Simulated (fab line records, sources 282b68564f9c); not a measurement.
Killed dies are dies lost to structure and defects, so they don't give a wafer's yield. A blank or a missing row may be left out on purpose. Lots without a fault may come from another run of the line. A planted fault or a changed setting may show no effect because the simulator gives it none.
fab line records | flow rit_cmos
record lots=5 wafers=15 last_day=7
route steps=202 shown GATE@77 FOX2@80
lots that met no fault: from a run of the same line without faults
start_h: hours from the record's first day to the start of the lot's first wafer shown | wait_h: hours since the lot's step before | " the same as in the row above | L1.1+2: a row that stands for several wafers | - no value, or no start given | * or withheld: withheld | < > ~ a bound
route shown NAME@n: a module of which the file shows steps, and the number in the route of the first | usual: mean/standard deviation of fault-free wafers | same: alike in all rows | chamber/n: place in a boat | sites: the reading at each site | _std_site: their standard deviation | _edge_site: outer sites' mean less inner sites' | radius_mm: how far each site lies from the wafer's centre | mask NAME#n: copy n | behind: the tool/chamber that last shaped the wafer | hold: why the lot was held/for how many hours/how that ended | device: the transistor (n, p or np) that didn't switch | end of line: the same wafers' tests at the end of the route | a step without rows: its recipe alone | killed: dies lost to structure and defects at the first sort, not the wafer's yield | map: a wafer's dies, x killed, . not, _ none there
set.NAME: the setting as run; set.NAME@STEP: as run at that earlier step | model.NAME: the simulator's own value behind a step, which no gauge read
lots at some steps of the route; a table a step, a row a wafer
services: from which hour (start_h, from the record's first day; less than 0 if before it) a tool's chamber was out of use, for how many hours, and why
## steps
# step RIT_GATE_CLEAN_02
# recipe chemistry=dHF dilution=50:1 time_s=30
# step RIT_GATE_CLEAN_03
# recipe chemistry=SC2 mix=3:3:50 time_s=600 temp_c=75 dry=n2_spin
# step RIT_GATE_CLEAN_04
# recipe chemistry=dHF dilution=50:1 time_s=60 dry=n2_spin
# step RIT_FOX2_THK_MEAS_91
# recipe reads=SiO2_of_FOX2_OXIDATION_00
# usual FIELD_OXIDE_LEFT_2_THK=257/6.2
# columns lot.wafer tool chamber start_h wait_h FIELD_OXIDE_LEFT_2_THK[nm]
L292.1 film_metro-04 - 32.17 0.0 253
L292.3 " - " " 257
L292.5 " - " " 256
L301.1 film_metro-03 - 76.60 0.0 247
L301.2 " - " " 242
L301.5 " - " " 247
L305.1 film_metro-01 - 97.85 0.0 260
L305.2 " - " " 265
L305.5 " - " " 265
L310.1 film_metro-03 - 122.74 0.0 260
L310.5 " - " " 259
L310.6 " - " " 258
L313.2 film_metro-04 - 137.42 0.0 250
L313.4 " - " " 247
L313.6 " - " " 254
# step RIT_GATE_OXIDATION_05
# recipe temp_c=900 ambient=O2 target_thk_a=30 ox_time_s=270
# step RIT_GATE_ANNEAL_06
# recipe temp_c=900 time_s=600 ambient=N2O
# step RIT_GATE_THK_MEAS_07
# recipe reads=SiO2_of_GATE_OXIDATION_05
# usual GATE_OXIDE_THK=3.01/0.052
# columns lot.wafer tool chamber start_h wait_h GATE_OXIDE_THK[nm]
L292.1 film_metro-01 - 33.55 0.0 3.01
L292.3 " - " " 3.09
L292.5 " - " " 2.96
L301.1 film_metro-01 - 78.60 0.0 3.12
L301.2 " - " " 3.10
L301.5 " - " " 3.08
L305.1 film_metro-04 - 99.23 0.0 2.96
L305.2 " - " " 2.99
L305.5 " - " " 2.93
L310.1 film_metro-03 - 124.13 0.0 2.97
L310.5 " - " " 3.00
L310.6 " - " " 2.99
L313.2 film_metro-03 - 138.80 0.0 3.00
L313.4 " - " " 3.01
L313.6 " - " " 3.03
# step RIT_GATE_CVD_08
# recipe material=poly-Si target_thk_nm=250 temp_c=610 precursor=SiH4 time_s=2220 pressure_mtorr=300 sih4_flow_sccm=100
# step RIT_GATE_THK_MEAS_09
# recipe reads=poly-Si_of_GATE_CVD_08
# usual GATE_POLY_THK=249.3/2.3
# columns lot.wafer tool chamber start_h wait_h GATE_POLY_THK[nm]
L292.1 film_metro-04 - 35.85 0.0 251.9
L292.3 " - " " 251.3
L292.5 " - " " 248.5
L301.1 film_metro-01 - 80.28 0.0 247.4
L301.2 " - " " 249.3
L301.5 " - " " 249.5
L305.1 film_metro-04 - 100.91 0.0 248.5
L305.2 " - " " 250.2
L305.5 " - " " 248.5
L310.1 film_metro-03 - 126.61 0.0 247.9
L310.5 " - " " 247.3
L310.6 " - " " 245.6
L313.2 film_metro-01 - 140.48 0.0 244.3
L313.4 " - " " 244.2
L313.6 " - " " 246.9
# step RIT_GATE_HMDS_10
# recipe prime_time_s=60 prime_temp_c=140
# step RIT_GATE_COAT_11
# recipe resist=NOVOLAK spin_rpm=4250 resist_thk_nm=850
# step RIT_GATE_SOFTBAKE_12
# recipe resist=NOVOLAK temp_c=90 time_s=60
# step RIT_GATE_EXPOSE_13
# recipe mask_id=M6 na=0.6 source_shape=conventional sigma_outer=0.6 target_cd_nm=150 dose_mj=376.2
# usual focus_offset_nm=0.0/0.46
# columns lot.wafer tool chamber start_h wait_h mask focus_offset_nm
L292.1 iline_stepper-02 0 36.48 0.2 M6#0 -0.2
L292.3 " 0 " " M6#0 -0.6
L292.5 " 0 " " M6#0 0.0
L301.1 iline_stepper-02 0 80.79 0.1 M6_R1#0 -0.1
L301.2 " 0 " " M6_R1#0 0.6
L301.5 " 0 " " M6_R1#0 0.2
L305.1 iline_stepper-02 0 101.54 0.2 M6#0 -0.4
L305.2 " 0 " " M6#0 0.2
L305.5 " 0 " " M6#0 0.3
L310.1 iline_stepper-01 0 127.12 0.1 M6#0 1.2
L310.5 " 0 " " M6#0 0.4
L310.6 " 0 " " M6#0 0.6
L313.2 iline_stepper-02 0 141.00 0.1 M6#0 -0.3
L313.4 " 0 " " M6#0 -0.5
L313.6 " 0 " " M6#0 -0.1
# step RIT_GATE_PEB_14
# recipe resist=NOVOLAK temp_c=withheld time_s=withheld
# step RIT_GATE_DEVELOP_15
# recipe resist=NOVOLAK develop_time_s=50 dev_temp_c=23
# step RIT_GATE_CD_MEAS_16
# recipe target_cd_nm=150
# usual cd_nm=150.6/2.6
# columns lot.wafer tool chamber start_h wait_h hold cd_nm
L292.1 cd_sem-01 - 36.88 - - 151.8
L292.3 " - " " - 152.6
L292.5 " - " " - 151.4
L301.1 cd_sem-02 - 81.19 - await_dispo/0.2h/release 126.2
L301.2 " - " " await_dispo/0.2h/release 126.2
L301.5 " - " " await_dispo/0.2h/release 128.4
L301.1 cd_sem-02 - 81.48 0.3 - 126.3
L301.2 " - " " - 126.3
L301.5 " - " " - 128.2
L305.1 cd_sem-01 - 101.94 - - 153.4
L305.2 " - " " - 153.3
L305.5 " - " " - 153.9
L310.1 cd_sem-02 - 127.59 - - 150.0
L310.5 " - " " - 147.8
L310.6 " - " " - 149.4
L313.2 cd_sem-02 - 141.40 - - 150.1
L313.4 " - " " - 150.0
L313.6 " - " " - 147.3
# step RIT_GATE_OVL_MEAS_17
# usual GATE_OVL=-0.1/1.3
# columns lot.wafer tool chamber start_h wait_h hold GATE_OVL[nm]
L292.1 overlay-01 - 37.00 0.1 - 1.1
L292.3 " - " " - 0.8
L292.5 " - " " - 3.2
L301.1 overlay-02 - 85.80 4.3 await_dispo/4.2h/release 0.0
L301.2 " - " " await_dispo/4.2h/release -1.9
L301.5 " - " " await_dispo/4.2h/release -1.6
L305.1 overlay-01 - 102.06 0.1 - -0.1
L305.2 " - " " - 1.5
L305.5 " - " " - -1.9
L310.1 overlay-02 - 127.71 0.1 - -0.5
L310.5 " - " " - 0.0
L310.6 " - " " - 0.7
L313.2 overlay-02 - 141.50 0.1 - -0.8
L313.4 " - " " - -0.3
L313.6 " - " " - -0.1
# step RIT_GATE_HARDBAKE_18
# recipe resist=NOVOLAK temp_c=140 time_s=60
# step RIT_GATE_ETCH_19
# recipe chemistry=SF6/CHF3/O2 time_s=165 SF6_flow_sccm=30 CHF3_flow_sccm=30 O2_flow_sccm=5 target=poly-Si pressure_mtorr=40 rf_w=160 target_depth_a=3125 over_etch_frac=0.25 stop_on=SiO2
# usual drypump_motor_current_A=5.7/0.38 he_backside_leak_sccm=2.79/0.21 oes_product_au=0.841/0.0086 throttle_valve_pct=10.21/0.16
# columns lot.wafer tool chamber start_h wait_h drypump_motor_current_A he_backside_leak_sccm oes_product_au rf_hours_counter_h throttle_valve_pct model.GATE.cd_nm
L292.1 rie_si-02 0 37.24 0.1 5.9 2.90 0.843 140 10.26 151.8
L292.3 " 2 " " 5.3 2.81 0.843 74 10.39 152.6
L292.5 " 0 " " 5.8 2.94 0.831 - 10.28 151.5
L301.1 rie_si-01 3 86.08 0.1 5.9 2.83 0.825 0 10.21 126.3
L301.2 " 0 " " 5.3 2.57 0.851 138 10.02 126.3
L301.5 " 3 " " 5.9 2.68 0.832 - 10.19 128.1
L305.1 rie_si-01 0 102.25 0.1 5.3 2.27 0.847 138 10.02 -
L305.2 " 1 " " 5.7 3.05 0.839 128 10.11 153.5
L305.5 " 3 " " 5.9 2.71 0.824 - 10.17 153.2
L310.1 rie_si-02 0 127.90 0.1 5.9 3.11 0.837 141 10.27 149.9
L310.5 " 1 " " 5.3 2.97 0.829 - 10.33 147.6
L310.6 " 0 " " 5.9 3.03 0.829 - 10.27 149.4
L313.2 rie_si-01 2 141.68 0.1 6.4 2.78 0.842 18 9.98 150.3
L313.4 " 0 " " 5.4 2.66 0.836 - 10.03 149.9
L313.6 " 1 " " 5.7 2.89 0.844 - 10.12 147.7
# step RIT_GATE_STRIP_20
# recipe chemistry=O2 time_s=180 resist=NOVOLAK platen_temp_c=withheld power_w=500 pressure_mtorr=4000 o2_flow_sccm=4000
# usual drypump_motor_current_A=5.7/0.46
# columns lot.wafer tool chamber start_h wait_h drypump_motor_current_A rf_hours_counter_h
L292.1 plasma_asher-01 0 37.35 0.1 5.5 37
L292.3 " 0 " " 5.5 -
L292.5 " 0 " " 5.6 -
L301.1 plasma_asher-01 0 86.19 0.1 5.6 42
L301.2 " 1 " " 6.3 42
L301.5 " 1 " " 6.3 -
L305.1 plasma_asher-01 0 102.36 0.1 5.6 44
L305.2 " 1 " " 6.3 44
L305.5 " 0 " " 5.6 -
L310.1 plasma_asher-01 1 128.00 0.1 6.3 47
L310.5 " 0 " " 5.6 -
L310.6 " 1 " " 6.3 -
L313.2 plasma_asher-04 0 141.79 0.1 5.7 50
L313.4 " 0 " " 5.7 -
L313.6 " 1 " " 4.9 -
## services
# columns tool chamber start_h hours kind
iline_stepper-01 - 13.63 2.1 pm
iline_stepper-01 - 15.71 - consumable_replace:lamp
rie_si-02 - 18.14 15.6 pm
iline_stepper-02 0 49.73 - calibration
rie_si-01 3 61.19 - clean
rie_si-01 3 61.19 16.4 scheduled_down
rie_si-01 3 61.19 16.4 vent_cycle
iline_stepper-01 - 80.77 4.4 pm
iline_stepper-02 - 83.29 5.9 repair
rie_si-01 0 107.32 9.4 repair
rie_si-01 3 140.81 2.7 repair
## key
first_sign step=RIT_GATE_EXPOSE_13 reading=mask direction=changed
effect step=RIT_GATE_CD_MEAS_16 reading=visit direction=added
effect step=RIT_GATE_CD_MEAS_16 reading=cd_nm direction=down sigmas=8.9 usual=150.6 struck=126.9
model_effect step=RIT_GATE_ETCH_19 value=GATE.cd_nm without=148.9 struck=126.9
met_at RIT_GATE_EXPOSE_13
struck_wafers L301.1,L301.2,L301.5
sort_left_out L301.1,L301.2,L301.5
tester_left_out L301
onset_between 36.48 80.79
fault kind=wrong_mask tool=any chamber=- onset_h=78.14 steps=RIT_GATE_EXPOSE_13 aux_copy=M6_R1#0 cd_offset_nm=-22 scope=struck_lots_only
# tester_left_out: of these lots the tester's yield and bins aren't shown, on N5 and GAA mostly nor the transistor test; their killed dies are dies lost to structure and defects alone, not to doping, threshold or leakage, so they don't give the yield
# sort_left_out: the simulated sort isn't trusted on such a fault, so these wafers' sort isn't shown, and their yield isn't known
